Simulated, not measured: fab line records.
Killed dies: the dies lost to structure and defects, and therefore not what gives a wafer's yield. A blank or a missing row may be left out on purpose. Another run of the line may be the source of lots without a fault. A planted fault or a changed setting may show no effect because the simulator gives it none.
A lot that was struck, set against a sound lot + flow rit cmos + 15 steps out of a route of 202
Sound: wafers L229.1, L229.3, L229.4. Wafers L232.1, L232.2, L232.6 were the ones struck. The cause is named last.
Order at every step that has rows: each side's tool, ch and its chambers, its first start. Under that, the readings that differ: sound wafers + struck wafers + difference of the means + sigmas: that difference in standard deviations of wafers without a fault.
alike: words and numbers the same on both sides, and readings whose means are apart by under 2 such deviations; not compared: readings that were withheld, readings missing a value for some wafer, numbers with overlapping values and no deviation given by the record, and bounds like >300 which may hide the same value.
Wherever a step has rows on one side only, a row that says differs or no value, or a row with sigmas, the two part there. Numbers that have no deviation but don't overlap get no sigmas and don't part them. Lack of a reading on every wafer of one side parts them only where that side has two or more wafers.

first, 2 steps without rows for these wafers: RIT_PWELL_PEB_04; RIT_PWELL_DEVELOP_05 (develop time 68 s).
RIT_PWELL_OVL_MEAS_06:
  sound: overlay-01 at day 3 19:41; struck: overlay-01 at day 4 12:47
  alike: PWELL_OVL
then, 2 steps without rows for these wafers: RIT_PWELL_HARDBAKE_07 (time 120 s); RIT_PWELL_IMPLANT_08.
RIT_PWELL_STRIP_09: strips in O2, time 180 s.
  sound on plasma asher-02 ch 0,1, day 3 20:07; struck on plasma asher-04 ch 0,1, day 4 13:13
  alike: drypump motor current A
  not compared: rf hours counter h
RIT_PWELL_TW_MEAS_10:
  sound: film metro-04 at day 3 20:17; struck: film metro-03 at day 4 13:23
| reading  | sound       | struck      | difference | sigmas |
|----------|-------------|-------------|------------|--------|
| PWELL_TW | 958 954 951 | 939 946 942 | -12        | -2     |
then, 1 step without rows for these wafers: RIT_WELLDRIVE_ANNEAL_00 (time 14700 s).
RIT_WELLDRIVE_RS_MEAS_01: measurement is done with a four-point probe.
  sound: film metro-01 at day 4 01:26; struck: film metro-03 at day 4 20:08
  alike: NWELL_RS
RIT_WELLDRIVE_RS_MEAS_02: measurement is done with a four-point probe.
  sound: film metro-01 at day 4 01:34; struck: film metro-03 at day 4 20:16
  alike: PWELL_RS
then, 2 steps without rows for these wafers: RIT_NRETRO_HMDS_00 (prime time 60 s); RIT_NRETRO_COAT_01 (resist thk 1300 nm).
RIT_NRETRO_SOFTBAKE_02: time 60 s.
  sound on litho track-04 ch 0, day 4 02:02; struck on litho track-04 ch 0, day 4 20:41
| reading                  | sound             | struck            | difference | sigmas |
|--------------------------|-------------------|-------------------|------------|--------|
| heater power total W (W) | 34.48 34.46 34.54 | 34.91 35.01 34.93 | +0.46      | +9     |
| plate temp C (C)         | 89.66 89.96 90.15 | 90.76 90.66 90.55 | +0.73      | +6     |
  alike: resist line temp C
then, 1 step without rows for these wafers: RIT_NRETRO_EXPOSE_03 (exposes mask M4, target cd 43900 nm).
RIT_M1_PROBE_99:
  sound: prober-02 at day 5 10:02; struck: prober-01 at day 6 05:56
  alike: killed_at_M0_to_M3, killed at front end, killed dies, killed open, killed short

WHERE THEY PART
Earliest at RIT_PWELL_TW_MEAS_10; latest, in this record, at RIT_NRETRO_SOFTBAKE_02. Later steps at which nothing parts them and some readings are alike: RIT_M1_PROBE_99.

WHY: what had been put in by the simulator
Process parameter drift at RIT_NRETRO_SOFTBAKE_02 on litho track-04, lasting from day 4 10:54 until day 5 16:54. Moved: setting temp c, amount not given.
